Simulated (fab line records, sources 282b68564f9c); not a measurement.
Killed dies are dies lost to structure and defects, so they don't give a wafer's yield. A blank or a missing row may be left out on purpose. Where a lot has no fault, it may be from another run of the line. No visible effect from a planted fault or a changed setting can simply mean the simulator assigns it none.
Which tool was responsible? | flow ritCmos | 42 wafers from 14 lots sampled at 2 of the route's 202 steps

== WHAT THE GAUGES SHOWED, per wafer ==
Not one reading of a measure or inspect step in the record can be checked against a usual standard deviation.

== WHAT TOOL EACH LOT RAN ON (gives the tool, then ch and the chambers of the sampled wafers, and finally the start) ==
lot  | RIT_GATE_STRIP_20                  | RIT_M1_PROBE_99
L397 | plasmaAsher-03 ch 0,1, day 2 14:31 | -
L398 | plasmaAsher-04 ch 0,1, day 3 00:44 | -
L399 | plasmaAsher-03 ch 0, day 3 02:41   | -
L400 | plasmaAsher-04 ch 0, day 3 06:48   | -
L401 | plasmaAsher-03 ch 0,1, day 3 12:48 | -
L402 | plasmaAsher-03 ch 0,1, day 3 19:04 | -
L403 | plasmaAsher-01 ch 0,1, day 4 00:53 | -
L404 | plasmaAsher-04 ch 0,1, day 4 02:11 | -
L405 | plasmaAsher-01 ch 0,1, day 4 08:43 | -
L408 | plasmaAsher-03 ch 0,1, day 5 00:23 | -
L410 | plasmaAsher-01 ch 0,1, day 5 16:53 | prober-02, day 6 15:54
L411 | plasmaAsher-03 ch 0,1, day 5 17:08 | prober-01, day 6 17:24
L420 | plasmaAsher-01 ch 0,1, day 8 04:04 | prober-02, day 9 02:20
L419 | plasmaAsher-01 ch 0,1, day 8 04:20 | prober-01, day 9 03:50
- RIT_GATE_STRIP_20: strips in O2, time 180 s.
- RIT_M1_PROBE_99

== AS READ BY THE TOOLS THEMSELVES (means over the sampled wafers that have a number; for cases with no such wafer, the mark the record gives instead) ==
RIT_GATE_STRIP_20.
lot  | tool           | drypumpMotorCurrentA (A)
L397 | plasmaAsher-03 | 6.3
L398 | plasmaAsher-04 | 5.5
L399 | plasmaAsher-03 | 6.0
L400 | plasmaAsher-04 | 5.8
L401 | plasmaAsher-03 | 6.3
L402 | plasmaAsher-03 | 6.5
L403 | plasmaAsher-01 | 5.7
L404 | plasmaAsher-04 | 5.5
L405 | plasmaAsher-01 | 5.7
L408 | plasmaAsher-03 | 6.5
L410 | plasmaAsher-01 | 5.5
L411 | plasmaAsher-03 | 6.3
L420 | plasmaAsher-01 | 5.7
L419 | plasmaAsher-01 | 5.7

RIT_M1_PROBE_99.
lot  | tool      | killed_at_M0_to_M3 | killedAtContacts | killedAtFrontEnd | killedDies | killedOnRim | killedOpen | killedShort
L410 | prober-02 | 0.0                | 0.0              | 11               | 11         | 5.3         | 8.3        | 2.7
L411 | prober-01 | 0.0                | 0.0              | 8                | 8          | 2.7         | 5.3        | 2.7
L420 | prober-02 | 0.0                | 0.0              | 31               | 31         | 7.3         | 4.7        | 2.0
L419 | prober-01 | 0.0                | 0.3              | 29               | 29         | 6.7         | 3.0        | 2.7

== THE ANSWER, worked out from the rows above alone ==
Rule: the usual values come from the lots themselves. Put in order of their means at a reading, lots are off if they are a third of the lots or fewer, leave a main group of 4 or more, and stand apart from it by a gap of 3 or more times the standard deviation of the main group's means; of several such gaps the widest counts. Not used: any main group whose means are identical at the precision the tables above print for the reading. Also off: a lot with no number at a reading for which 4 or more lots have one. Where the step has rows for the other lots, those lots are counted as sound. After the gauges, taken in route order, come the tools' own readings; for these a lot's mean is taken, as printed above. At the first step where some lot is off, the reading lying furthest off is the one used; lots without a number count as furthest.
None of the lots is off at any reading shown; this tells nothing.

== WHAT THE SIMULATOR HAD PUT IN ==
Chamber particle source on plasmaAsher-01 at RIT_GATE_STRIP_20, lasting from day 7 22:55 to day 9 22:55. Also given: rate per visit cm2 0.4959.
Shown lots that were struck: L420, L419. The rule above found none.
